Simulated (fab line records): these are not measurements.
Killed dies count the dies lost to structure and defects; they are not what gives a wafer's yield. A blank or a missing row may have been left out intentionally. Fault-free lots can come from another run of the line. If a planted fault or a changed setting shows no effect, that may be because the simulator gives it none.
A lot that was struck, set against a sound lot | flow rit_cmos | 11 out of 202 route steps
Sound: these wafers, L860.2, L860.3, L860.4. Wafers struck: L854.2, L854.3, L854.5. Last of all comes the cause.
For every step that has rows: the tool of each side, followed by ch and its chambers, followed by its first start. Under that, the readings that differ: sound wafers | struck wafers | difference of the means | sigmas: that difference in standard deviations of wafers without a fault.
alike: same words and numbers on both sides, and readings whose means sit less than 2 such deviations apart. not compared: any withheld reading, any reading some wafer has no value for, any bound like >300 that may hide the same value, and any number with overlapping values for which the record gives no deviation.
The two part at a step that has a row with sigmas, a row that says differs or no value, or rows on one side only. When numbers do not overlap yet have no deviation, they are printed without sigmas and do not part them. Lack of a reading on every wafer of one side parts them only where that side has two or more wafers.

RIT_ACTIVE_BOW_MEAS_00:
  sound on film_metro-02, day 5 19:01; struck on film_metro-01, day 4 13:01
  alike: INCOMING_BOW
then, 1 step without rows for these wafers: RIT_ACTIVE_OXIDATION_01 (target thk 46.8 nm, ox time 3360 s).
RIT_ACTIVE_THK_MEAS_02:
  sound on film_metro-01, day 5 21:04; struck on film_metro-02, day 4 15:04
  alike: ACTIVE_OXIDE_THK
then, 1 step without rows for these wafers: RIT_ACTIVE_CVD_03 (deposits Si3N4 from SiH2Cl2/NH3, target thk 150 nm, time 1500 s).
RIT_ACTIVE_THK_MEAS_04:
  sound on film_metro-01, day 5 23:08; struck on film_metro-04, day 4 16:32
  alike: ACTIVE_NITRIDE_THK
then, 4 steps without rows for these wafers: RIT_ACTIVE_HMDS_05 (prime time 60 s); RIT_ACTIVE_COAT_06 (resist thk 1000 nm); RIT_ACTIVE_SOFTBAKE_07 (time 60 s); RIT_ACTIVE_EXPOSE_08 (exposes mask M1, target cd 1400 nm).
RIT_ACTIVE_PEB_09:
  sound on litho_track-01 ch 0, day 5 23:47; struck on litho_track-02, day 4 17:19
  reading         | sound          | struck | difference                    | sigmas
  exhaust_pa (Pa) | 44.7 43.5 44.8 | - - -  | no value on the struck wafers |
  not compared: chill_plate_temp_C
then, 1 step without rows for these wafers: RIT_ACTIVE_DEVELOP_10 (develop time 50 s).

WHERE THEY PART
Within this record, at RIT_ACTIVE_PEB_09 only.

WHY: what the simulator had put in
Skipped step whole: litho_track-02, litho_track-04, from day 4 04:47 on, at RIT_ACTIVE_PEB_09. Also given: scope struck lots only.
